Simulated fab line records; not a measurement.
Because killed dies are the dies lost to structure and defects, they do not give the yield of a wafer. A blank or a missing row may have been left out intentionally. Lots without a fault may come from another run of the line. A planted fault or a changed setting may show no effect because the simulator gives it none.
Check for tools in common / flow rit-cmos / Sample size 15 lots and 45 wafers

WHY IT WAS OPENED
At RIT_PSD_TW_MEAS_10 the reading PSD_TW is flagged on 3 of 15 lots. Fault-free wafers read 3427, with a standard deviation of 30.
Rule: a lot gets a flag if all its wafers with a number sit over 4 standard deviations from that mean, or if no wafer of it has a number. All remaining lots are regarded as sound.

lot=L816; measured=day 3 11:08; on=film-metro-01; PSD_TW, wafer by wafer=3432 3415 3406; flag=
lot=L817; measured=day 3 16:29; on=film-metro-01; PSD_TW, wafer by wafer=3397 3404 3411; flag=
lot=L818; measured=day 3 18:05; on=film-metro-02; PSD_TW, wafer by wafer=3476 3444 3444; flag=
lot=L819; measured=day 3 22:32; on=film-metro-01; PSD_TW, wafer by wafer=30 30 30; flag=FLAGGED
lot=L820; measured=day 4 04:04; on=film-metro-02; PSD_TW, wafer by wafer=30 30 30; flag=FLAGGED
lot=L821; measured=day 4 07:48; on=film-metro-03; PSD_TW, wafer by wafer=30 30 30; flag=FLAGGED
lot=L829; measured=day 5 23:12; on=film-metro-02; PSD_TW, wafer by wafer=3462 3471 3469; flag=
lot=L830; measured=day 6 04:14; on=film-metro-01; PSD_TW, wafer by wafer=3413 3417 3405; flag=
lot=L831; measured=day 6 09:02; on=film-metro-01; PSD_TW, wafer by wafer=3426 3421 3433; flag=
lot=L832; measured=day 6 13:08; on=film-metro-01; PSD_TW, wafer by wafer=3410 3411 3409; flag=
lot=L834; measured=day 7 00:15; on=film-metro-01; PSD_TW, wafer by wafer=3398 3384 3404; flag=
lot=L835; measured=day 7 04:43; on=film-metro-03; PSD_TW, wafer by wafer=3441 3453 3435; flag=
lot=L836; measured=day 7 10:29; on=film-metro-03; PSD_TW, wafer by wafer=3451 3441 3440; flag=
lot=L837; measured=day 7 14:40; on=film-metro-02; PSD_TW, wafer by wafer=3477 3468 3487; flag=
lot=L838; measured=day 7 20:17; on=film-metro-03; PSD_TW, wafer by wafer=3427 3424 3436; flag=
Flagged lots average 30: -3397 relative to the usual, that is -99 or more standard deviations.

TOOL THAT RAN EACH LOT
The record keeps 1 process step preceding the reading, out of 202 steps on the route. Every cell lists first the tool, next ch and the chambers used by the sampled wafers, and last the start.
lot=L816; flag=; RIT_PSD_DEVELOP_05=litho-track-04 ch 0, day 3 10:00
lot=L817; flag=; RIT_PSD_DEVELOP_05=litho-track-03 ch 0, day 3 15:00
lot=L818; flag=; RIT_PSD_DEVELOP_05=litho-track-04 ch 0, day 3 17:00
lot=L819; flag=FLAGGED; RIT_PSD_DEVELOP_05=litho-track-04 ch 0, day 3 21:00
lot=L820; flag=FLAGGED; RIT_PSD_DEVELOP_05=litho-track-04 ch 0, day 4 03:00
lot=L821; flag=FLAGGED; RIT_PSD_DEVELOP_05=litho-track-04 ch 0, day 4 07:00
lot=L829; flag=; RIT_PSD_DEVELOP_05=litho-track-03 ch 0, day 5 22:00
lot=L830; flag=; RIT_PSD_DEVELOP_05=litho-track-03 ch 0, day 6 03:00
lot=L831; flag=; RIT_PSD_DEVELOP_05=litho-track-03 ch 0, day 6 08:00
lot=L832; flag=; RIT_PSD_DEVELOP_05=litho-track-03 ch 0, day 6 12:00
lot=L834; flag=; RIT_PSD_DEVELOP_05=litho-track-01 ch 0, day 6 23:00
lot=L835; flag=; RIT_PSD_DEVELOP_05=litho-track-03 ch 0, day 7 04:00
lot=L836; flag=; RIT_PSD_DEVELOP_05=litho-track-01 ch 0, day 7 09:00
lot=L837; flag=; RIT_PSD_DEVELOP_05=litho-track-04 ch 0, day 7 14:00
lot=L838; flag=; RIT_PSD_DEVELOP_05=litho-track-01 ch 0, day 7 19:00
What the steps here do:
- RIT_PSD_DEVELOP_05: develop time 50 s.
- RIT_PSD_TW_MEAS_10

FLAGGED OVER TOTAL, TOOL BY TOOL (the gauges that took the reading come last)
step=RIT_PSD_DEVELOP_05; tool=litho-track-01; lots run=3; flagged=0; share of the flagged lots=none; sound lots run after its first flagged lot=-
step=RIT_PSD_DEVELOP_05; tool=litho-track-03; lots run=6; flagged=0; share of the flagged lots=none; sound lots run after its first flagged lot=-
step=RIT_PSD_DEVELOP_05; tool=litho-track-04; lots run=6; flagged=3; share of the flagged lots=all; sound lots run after its first flagged lot=1 (L837)
step=RIT_PSD_TW_MEAS_10; tool=film-metro-01; lots run=7; flagged=1; share of the flagged lots=some; sound lots run after its first flagged lot=4 (L830,L831,L832,L834)
step=RIT_PSD_TW_MEAS_10; tool=film-metro-02; lots run=4; flagged=1; share of the flagged lots=some; sound lots run after its first flagged lot=2 (L829,L837)
step=RIT_PSD_TW_MEAS_10; tool=film-metro-03; lots run=4; flagged=1; share of the flagged lots=some; sound lots run after its first flagged lot=3 (L835,L836,L838)

WHAT IS ALLOWED BY THE TABLE
All flagged lots share 1 row of the table, namely litho-track-04 at RIT_PSD_DEVELOP_05.
- litho-track-04 at RIT_PSD_DEVELOP_05: 3 of its 6 lots flagged. Sound lots ran on it after the first flagged one (L837), which a lasting fault on the whole tool wouldn't allow.
Not one row of the table ran every flagged lot while running no sound lot after the first.

WHAT THE SIMULATOR HAD PUT IN
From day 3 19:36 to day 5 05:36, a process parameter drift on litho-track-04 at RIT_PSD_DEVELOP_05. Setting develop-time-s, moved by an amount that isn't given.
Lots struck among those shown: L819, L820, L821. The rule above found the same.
